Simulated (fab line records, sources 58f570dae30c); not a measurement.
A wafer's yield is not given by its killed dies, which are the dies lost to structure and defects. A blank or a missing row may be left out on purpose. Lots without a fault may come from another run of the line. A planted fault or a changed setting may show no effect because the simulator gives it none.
Matching of chambers	flow berkeley-cmos170	rie-si-02 running UCB170_GATE_ETCH_15: 4 sister chambers
The step etches poly-Si in HBr/Cl2, stops on SiO2, time 56.3 s, target depth 278.2 nm. 4 wafers are shown with their chamber, then 8 later ones without.

## WAFERS, EACH WITH ITS CHAMBER
wafer	chamber	throttle-valve-pct (%)
L202.4	0	26.53
L205.5	3	26.16
L210.6	1	26.91
L209.1	2	26.09

## WAFERS WITHOUT THEIR CHAMBER
wafer	throttle-valve-pct (%)
L209.4	26.10
L209.6	26.92
L213.3	26.59
L213.4	26.92
L213.6	26.93
L215.4	26.09
L215.5	26.61
L215.6	26.92

## WHICH CHAMBER EACH ONE RAN IN
wafer	from the rows above	in truth
L209.4	can't be placed: 2 or 3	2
L209.6	1	1
L213.3	0	0
L213.4	1	1
L213.6	1	1
L215.4	can't be placed: 2 or 3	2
L215.5	0	0
L215.6	1	1
Correct placement for 6 of the 8. Unplaceable from these rows: 2, with the true chamber sitting among the candidates in 2. Number placed wrongly: 0.
How it was worked out, from the rows above alone: a wafer's distance from a chamber is the root of the sum, over the readings, of the square of ((its reading less the chamber's mean) divided by the reading's scatter). The wafer belongs to the nearest chamber; if the next one is less than 2 further off, it can't be placed. For every chamber, the mean is computed from those of its wafers that are shown. The scatter (one wafer shown for each chamber): square how far every hidden wafer sits from the nearest shown wafer, average those squares and take the square root.
